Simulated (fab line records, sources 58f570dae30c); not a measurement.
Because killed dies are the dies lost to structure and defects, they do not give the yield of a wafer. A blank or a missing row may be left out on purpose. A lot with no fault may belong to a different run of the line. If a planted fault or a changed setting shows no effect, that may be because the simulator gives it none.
8D (eight disciplines) problem report, filled in by code :: flow berkeley_cmos170 :: the parts of the form that need people (team, actions taken, sign-off) are left out

## 1. THE PROBLEM
Wafers without a fault read 12628 s, standard deviation 3.9; run_length_s at UCB170_FIELD_WET_ETCH_05 reads a mean of 18236 s on 6 wafers belonging to 2 lots. So: +99 or more standard deviations from the usual mean.
The step: etches Si3N4 in H3PO4, time 12600 s.
The first sign was on wafer L851.4 at day 9 16:29, on wet_bench-03. The record has a number at this step for 42 wafers belonging to 14 lots. Rule for "out" (also "out of limits"): further than 4 standard deviations from the usual mean. Any other wafer with a number is counted as sound.

## 2. WHAT IT IS; WHAT IT IS NOT
question: which readings at this step
is: run_length_s
is not: -

question: which lots
is: L851, L852
is not: L833, L834, L835, L836, L837, L839, L840, L841, L848, L854, L855, L856

question: which wafers of those lots
is: all that have a number
is not: -

question: read on which tools
is: wet_bench-03
is not: wet_bench-01, wet_bench-04

question: when
is: from day 9 16:29
is not: up to then (27 sound wafers); but 9 sound wafers of L854, L855, L856 came after

## 3. SUSPECTS, AND WHAT RULES EACH OUT
Counting: any tool at a process step up to the reading is kept as a suspect provided that every lot that is out went through it and no sound lot did after the first of them.
- wet_bench-03 at UCB170_FIELD_WET_ETCH_05 (etches Si3N4 in H3PO4, time 12600 s): kept. It ran every lot that is out, first L851 (day 9 16:29), and no sound lot after that; its last sound lot up to then is L841 (day 7 05:50). On those wafers its own readings are out: run_length_s.
Left after counting: wet_bench-03 at UCB170_FIELD_WET_ETCH_05.

## 4. THE CAUSE (what the simulator had put in)
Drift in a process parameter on wet_bench-03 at UCB170_FIELD_WET_ETCH_05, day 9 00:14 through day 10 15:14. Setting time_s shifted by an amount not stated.
Counting left only this tool.

## 5. SEQUENCE OF EFFECTS, ordered by route
One row per reading whose mean, taken over the struck wafers that have a number, lies over 3 standard deviations from the usual. Readings are gone through only where the record gives a usual standard deviation; hours: the median, over the lots, of the time from a lot's start at the first step in this table giving one to that lot's start at this step; sigmas: the change measured in usual standard deviations.
hours: 0
step: UCB170_FIELD_WET_ETCH_05
reading: run_length_s
usual: 12628 s
on struck wafers: 18236
change: +5608
sigmas: +99 or more
Here are the process steps it includes:
- UCB170_FIELD_WET_ETCH_05: etches Si3N4 in H3PO4, time 12600 s.

## 6. WHAT WOULD HAVE CAUGHT IT SOONER
In this record the first reading out of limits was taken at day 9 16:29, 16 hours after the fault began at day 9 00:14.
